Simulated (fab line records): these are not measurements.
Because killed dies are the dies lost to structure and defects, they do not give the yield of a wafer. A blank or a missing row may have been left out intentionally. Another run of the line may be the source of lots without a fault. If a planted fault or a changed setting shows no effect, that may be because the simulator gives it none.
fab line records | flow berkeley_cmos170
[record] lots = 7 wafers = 21 last_day = 10
route steps=331 shown PSD@176 NSD@187
lots with no fault: from the same line, run without faults
start_h: start of the lot's first displayed wafer, in hours after the record's first day | wait_h: hours since the lot's step before | " unchanged from the row above | L1.1+2: several wafers, shown together as one row | - value missing, or start not given | * or withheld: withheld | < > ~ a bound
route shown NAME@n: names a module that has steps shown in the file, with the first one's number in the route | usual: mean and standard deviation over wafers with no fault | same: alike in all rows | chamber/n: place in a boat | sites: the reading at each site | _std_site: their standard deviation | _edge_site: mean of outer sites minus mean of inner sites | radius_mm: for every site, how far away it sits from the centre of the wafer | mask NAME#n: copy n | behind: the last tool/chamber to shape the wafer | hold: why the lot was held/for how many hours/how that ended | device: the transistor (n, p or np) that didn't switch | end of line: at the end of the route, the tests of the same wafers | a step without rows: its recipe alone | killed: dies lost to structure and defects at the first sort, not the wafer's yield | map: a wafer's dies, x killed, . not, _ none there
set.NAME: the run value of the setting; set.NAME@STEP: its run value at that earlier step | model.NAME: the simulator's own value behind a step, which no gauge read
a table for each step, a row for each wafer; lots at some steps of the route
services: a tool's chamber out of use, with start hour (start_h, from the record's first day; less than 0 if before it), hours out, and reason
[[steps]]
[step UCB170_PSD_COAT_01]
[recipe] resist = KrF spin_rpm = 1500 resist_thk_nm = 900
[step UCB170_PSD_SOFTBAKE_02]
[recipe] resist = KrF temp_c = 130 time_s = 60
[step UCB170_PSD_EXPOSE_03]
[recipe] mask_id = PSELECT_MOD na = 0.5 sigma_outer = 0.6 source_shape = conventional target_cd_nm = 1200 dose_mj = 30
[step UCB170_PSD_PEB_04]
[recipe] peb_temp_c = 130 peb_time_s = withheld resist = KrF
[step UCB170_PSD_DEVELOP_05]
[recipe] developer = TMAH develop_time_s = 45 resist = KrF dev_temp_c = 21
[step UCB170_PSD_CD_MEAS_06]
[recipe] target_cd_nm = 1200
[usual] cd_nm = 1199.3/1.5
// columns lot.wafer tool chamber start_h wait_h cd_nm
L629.1 cd_sem-02 - 137.60 - 1200.8
L629.5 " - " " 1202.5
L629.6 " - " " 1201.1
L630.3 cd_sem-01 - 145.19 - 1198.6
L630.5 " - " " 1199.3
L630.6 " - " " 1197.8
L631.1 cd_sem-02 - 145.26 - 1202.1
L631.2 " - " " 1200.9
L631.6 " - " " 1199.9
L632.3 cd_sem-01 - 172.53 - 1198.9
L632.4 " - " " 1197.2
L632.5 " - " " 1198.6
L635.2 cd_sem-02 - 173.16 - 1204.0
L635.3 " - " " 1202.2
L635.4 " - " " 1204.0
L641.1 cd_sem-02 - 208.71 - 1198.5
L641.2 " - " " 1199.9
L641.3 " - " " 1198.8
L644.1 cd_sem-02 - 216.90 - 1199.2
L644.4 " - " " 1199.8
L644.6 " - " " 1200.5
[step UCB170_PSD_OVL_MEAS_07]
[usual] PSD_OVL = 3/5.2
// columns lot.wafer tool chamber start_h wait_h PSD_OVL[nm]
L629.1 overlay-01 - 137.72 0.1 6
L629.5 " - " " 8
L629.6 " - " " 2
L630.3 overlay-01 - 145.29 0.1 9
L630.5 " - " " 4
L630.6 " - " " 3
L631.1 overlay-02 - 145.38 0.1 -5
L631.2 " - " " -4
L631.6 " - " " -13
L632.3 overlay-01 - 172.62 0.1 3
L632.4 " - " " 10
L632.5 " - " " 3
L635.2 overlay-01 - 173.27 0.1 -3
L635.3 " - " " -1
L635.4 " - " " 3
L641.1 overlay-02 - 208.83 0.1 1
L641.2 " - " " -1
L641.3 " - " " 9
L644.1 overlay-01 - 217.02 0.1 8
L644.4 " - " " 3
L644.6 " - " " 6
[step UCB170_PSD_IMPLANT_08]
[recipe] species = B dose_cm2 = 3e+15 energy_kev = 20 tilt_deg = 7
[step UCB170_PSD_STRIP_09]
[recipe] chemistry = O2 power_w = 400 pressure_mtorr = 3500 platen_temp_c = withheld o2_flow_sccm = 400 overash_fraction = 0.5
[usual] drypump_motor_current_A = 6.0/0.38 oes_product_au = 0.600/0.0046 strip_time_to_endpoint_s = 29.38/0.076
// columns lot.wafer tool chamber start_h wait_h drypump_motor_current_A oes_product_au rf_hours_counter_h strip_time_to_endpoint_s
L629.1 plasma_asher-01 0 137.91 0.1 6.3 0.594 45 29.33
L629.5 " 0 " " 6.3 0.601 - 29.39
L629.6 " 1 " " 6.0 0.608 - 29.32
L630.3 plasma_asher-01 1 145.49 0.1 6.0 0.601 - 29.34
L630.5 " 0 " " 6.3 0.597 - 29.37
L630.6 " 1 " " 6.0 0.599 - 29.33
L631.1 plasma_asher-04 0 145.57 0.1 5.7 0.605 3 29.44
L631.2 " 1 " " 6.2 0.595 3 29.39
L631.6 " 1 " " 6.2 0.601 - 29.35
L632.3 plasma_asher-04 1 172.82 0.1 6.2 0.605 - 29.45
L632.4 " 0 " " 5.7 0.596 - 29.34
L632.5 " 0 " " 5.7 0.603 - 29.35
L635.2 plasma_asher-03 1 173.45 0.1 6.5 0.596 42 29.29
L635.3 " 1 " " 6.6 0.599 - 29.24
L635.4 " 0 " " 5.4 0.598 - 29.20
L641.1 plasma_asher-04 0 209.01 0.1 5.7 0.593 10 29.33
L641.2 " 1 " " 6.3 0.601 10 29.32
L641.3 " 1 " " 6.2 0.601 - 29.33
L644.1 plasma_asher-01 1 217.21 0.1 6.0 0.599 53 29.36
L644.4 " 1 " " 6.0 0.599 - 29.33
L644.6 " 1 " " 6.0 0.602 - 29.48
[step UCB170_PSD_TW_MEAS_10]
[usual] PSD_TW = 2338/16
// columns lot.wafer tool chamber start_h wait_h PSD_TW
L629.1 film_metro-03 - 138.01 0.1 2340
L629.5 " - " " 2341
L629.6 " - " " 2331
L630.3 film_metro-04 - 145.58 0.1 2343
L630.5 " - " " 2353
L630.6 " - " " 2355
L631.1 film_metro-03 - 145.67 0.1 2312
L631.2 " - " " 2320
L631.6 " - " " 2321
L632.3 film_metro-04 - 172.91 0.1 2341
L632.4 " - " " 2349
L632.5 " - " " 2349
L635.2 film_metro-04 - 173.56 0.1 2356
L635.3 " - " " 2348
L635.4 " - " " 2339
L641.1 film_metro-04 - 209.11 0.1 2364
L641.2 " - " " 2372
L641.3 " - " " 2366
L644.1 film_metro-04 - 217.31 0.1 2337
L644.4 " - " " 2355
L644.6 " - " " 2356
[step UCB170_PSD_CLEAN_11]
[recipe] chemistry = SPM temp_c = 120 time_s = 600
[step UCB170_NSD_HMDS_00]
[recipe] prime_time_s = 60 prime_temp_c = 100
[step UCB170_NSD_COAT_01]
[recipe] resist = KrF spin_rpm = 1500 resist_thk_nm = 900
[usual] chill_plate_temp_C = 22.98/0.093 dispense_pressure_kPa = 53.9/2.3
// columns lot.wafer tool chamber start_h wait_h chill_plate_temp_C dispense_pressure_kPa
L629.1 litho_track-02 0 138.70 0.1 22.98 52.4
L629.5 " 0 " " 23.07 52.4
L629.6 " 0 " " 23.25 52.4
L630.3 litho_track-01 - 149.78 0.1 - -
L630.5 " - " " - -
L630.6 " - " " - -
L631.1 litho_track-03 - 149.93 0.1 - -
L631.2 " - " " - -
L631.6 " - " " - -
L632.3 litho_track-03 - 176.16 0.1 - -
L632.4 " - " " - -
L632.5 " - " " - -
L635.2 litho_track-02 0 176.27 0.1 22.94 52.2
L635.3 " 0 " " 22.91 52.2
L635.4 " 0 " " 23.06 52.2
L641.1 litho_track-03 0 209.68 0.1 22.95 52.5
L641.2 " 0 " " 22.99 52.5
L641.3 " 0 " " 22.96 52.5
L644.1 litho_track-03 0 218.77 0.1 22.89 52.5
L644.4 " 0 " " 23.03 52.5
L644.6 " 0 " " 23.03 52.5
[step UCB170_NSD_SOFTBAKE_02]
[recipe] resist = KrF temp_c = 130 time_s = 60
[step UCB170_NSD_EXPOSE_03]
[recipe] mask_id = NSELECT_MOD na = 0.5 sigma_outer = 0.6 source_shape = conventional target_cd_nm = 1200 dose_mj = 30
[step UCB170_NSD_PEB_04]
[recipe] peb_temp_c = 130 peb_time_s = withheld resist = KrF
[step UCB170_NSD_DEVELOP_05]
[recipe] developer = TMAH develop_time_s = 45 resist = KrF dev_temp_c = 21
[step UCB170_NSD_CD_MEAS_06]
[recipe] target_cd_nm = 1200
[usual] cd_nm = 1199.8/1.4
// columns lot.wafer tool chamber start_h wait_h cd_nm
L629.1 cd_sem-02 - 139.42 - 1199.7
L629.5 " - " " 1200.6
L629.6 " - " " 1199.8
L630.3 cd_sem-01 - 151.70 - -
L630.5 " - " " -
L630.6 " - " " -
L631.1 cd_sem-02 - 151.88 - -
L631.2 " - " " -
L631.6 " - " " -
L632.3 cd_sem-01 - 177.62 - -
L632.4 " - " " -
L632.5 " - " " -
L635.2 cd_sem-01 - 178.02 - 1197.1
L635.3 " - " " 1198.2
L635.4 " - " " 1199.3
L641.1 cd_sem-01 - 210.49 - 1202.3
L641.2 " - " " 1200.5
L641.3 " - " " 1201.5
L644.1 cd_sem-02 - 219.80 - 1202.1
L644.4 " - " " 1202.5
L644.6 " - " " 1202.7
[step UCB170_NSD_OVL_MEAS_07]
[usual] NSD_OVL = -1/6.5
// columns lot.wafer tool chamber start_h wait_h NSD_OVL[nm]
L629.1 overlay-01 - 139.54 0.1 -9
L629.5 " - " " -2
L629.6 " - " " 5
L630.3 overlay-02 - 151.79 0.1 -
L630.5 " - " " -
L630.6 " - " " -
L631.1 overlay-01 - 152.00 0.1 -
L631.2 " - " " -
L631.6 " - " " -
L632.3 overlay-02 - 177.72 0.1 -
L632.4 " - " " -
L632.5 " - " " -
L635.2 overlay-01 - 178.12 0.1 -17
L635.3 " - " " -3
L635.4 " - " " -15
L641.1 overlay-01 - 210.61 0.1 6
L641.2 " - " " 8
L641.3 " - " " 6
L644.1 overlay-02 - 219.94 0.1 10
L644.4 " - " " 0
L644.6 " - " " 4
[[services]]
// columns tool chamber start_h hours kind
plasma_asher-04 0 117.75 - clean
plasma_asher-04 1 117.75 - clean
plasma_asher-01 - 126.32 7.1 repair
[[key]]
[first_sign] step = UCB170_NSD_COAT_01 reading = tool_record direction = missing
[effect] step = UCB170_NSD_CD_MEAS_06 reading = cd_nm direction = missing
[effect] step = UCB170_NSD_OVL_MEAS_07 reading = NSD_OVL direction = missing
met_at UCB170_NSD_COAT_01
struck_wafers L630.3,L630.5,L630.6,L631.1,L631.2,L631.6,L632.3,L632.4,L632.5
sort_left_out L630.3,L630.5,L630.6,L631.1,L631.2,L631.6,L632.3,L632.4,L632.5
tester_left_out L630,L631,L632
[fault] kind = skipped_step_whole tool = litho_track-01,litho_track-03 chamber = - onset_h = 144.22 steps = UCB170_NSD_COAT_01 scope = struck_lots_only
// tester_left_out: of these lots the tester's yield and bins aren't shown, on N5 and GAA mostly nor the transistor test; their killed dies are dies lost to structure and defects alone, not to doping, threshold or leakage, so they don't give the yield
// sort_left_out: the simulated sort isn't trusted on such a fault, so these wafers' sort isn't shown, and their yield isn't known
